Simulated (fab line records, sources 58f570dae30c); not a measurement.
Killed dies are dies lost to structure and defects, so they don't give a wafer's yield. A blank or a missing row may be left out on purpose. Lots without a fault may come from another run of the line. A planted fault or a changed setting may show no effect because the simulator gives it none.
One fault seen from 2 desks | flow berkeley_cmos170 | each desk has only its own numbers; what lay behind them comes last

THE METROLOGY DESK
What the gauges read, lot by lot, whatever tool the lot ran on: means of the sampled wafers that have a number. A lot is out of limits, marked OUT, if its mean lies more than 4 standard deviations from the usual mean; the brackets give that distance.
Columns: A = ACTIVE_NITRIDE_THK at UCB170_ACTIVE_THK_MEAS_06, usual 219.0 nm
lot  | first seen here | A
L320 | day 4 05:11     | 223.5
L321 | day 4 08:59     | 219.1
L322 | day 4 08:59     | 217.4
L323 | day 4 16:43     | 220.7
L324 | day 4 16:44     | 219.3
L325 | day 5 11:28     | 218.2
L328 | day 5 14:46     | 219.8
L327 | day 5 14:47     | 220.8
L330 | day 6 02:02     | 220.5
L331 | day 6 10:34     | 216.9
L332 | day 6 10:35     | 222.4
L335 | day 7 05:59     | 219.1
L341 | day 8 13:08     | 185.4 (-16) OUT
L342 | day 8 18:44     | 185.9 (-16) OUT
This desk's finding: out of limits on L341, L342; first on L341, day 8 13:08 (ACTIVE_NITRIDE_THK at UCB170_ACTIVE_THK_MEAS_06). In limits: L320, L321, L322, L323, L324, L325, L328, L327, L330, L331, L332, L335.

THE TOOL OWNER'S DESK: lpcvd-02
The tool's own readings at UCB170_ACTIVE_CVD_05 (deposits Si3N4 from SiH2Cl2/NH3, target thk 220 nm, time 3300 s): means of the sampled wafers that have a number, for each lot that ran on this tool. A lot is out of limits, marked OUT, if its mean lies more than 4 standard deviations from the usual mean; the brackets give that distance.
Columns: A = nh3_flow_sccm at UCB170_ACTIVE_CVD_05, usual 75.02 sccm
lot  | first seen here | A
L335 | day 7 03:06     | 74.80
L341 | day 8 10:16     | 59.88 (-72) OUT
L342 | day 8 15:52     | 60.30 (-70) OUT
This desk's finding: out of limits on L341, L342; first on L341, day 8 10:16 (nh3_flow_sccm at UCB170_ACTIVE_CVD_05). In limits: L335.

PUT TOGETHER
The tool owner's desk could have raised an alarm at day 8 10:16, on L341, L342.
The metrology desk could have raised an alarm at day 8 13:08, on L341, L342.
Of the lots named, all ran UCB170_ACTIVE_CVD_05 on lpcvd-02.

WHAT THE SIMULATOR HAD PUT IN
Process parameter drift: lpcvd-02, from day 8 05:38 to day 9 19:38, at UCB170_ACTIVE_CVD_05. Setting nh3_flow_sccm, moved by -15, from 75. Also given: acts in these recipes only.
Lots struck among those shown: L341, L342.
Hours from the fault's start to each desk's first reading out of limits: the tool owner's desk, 5; the metrology desk, 7.
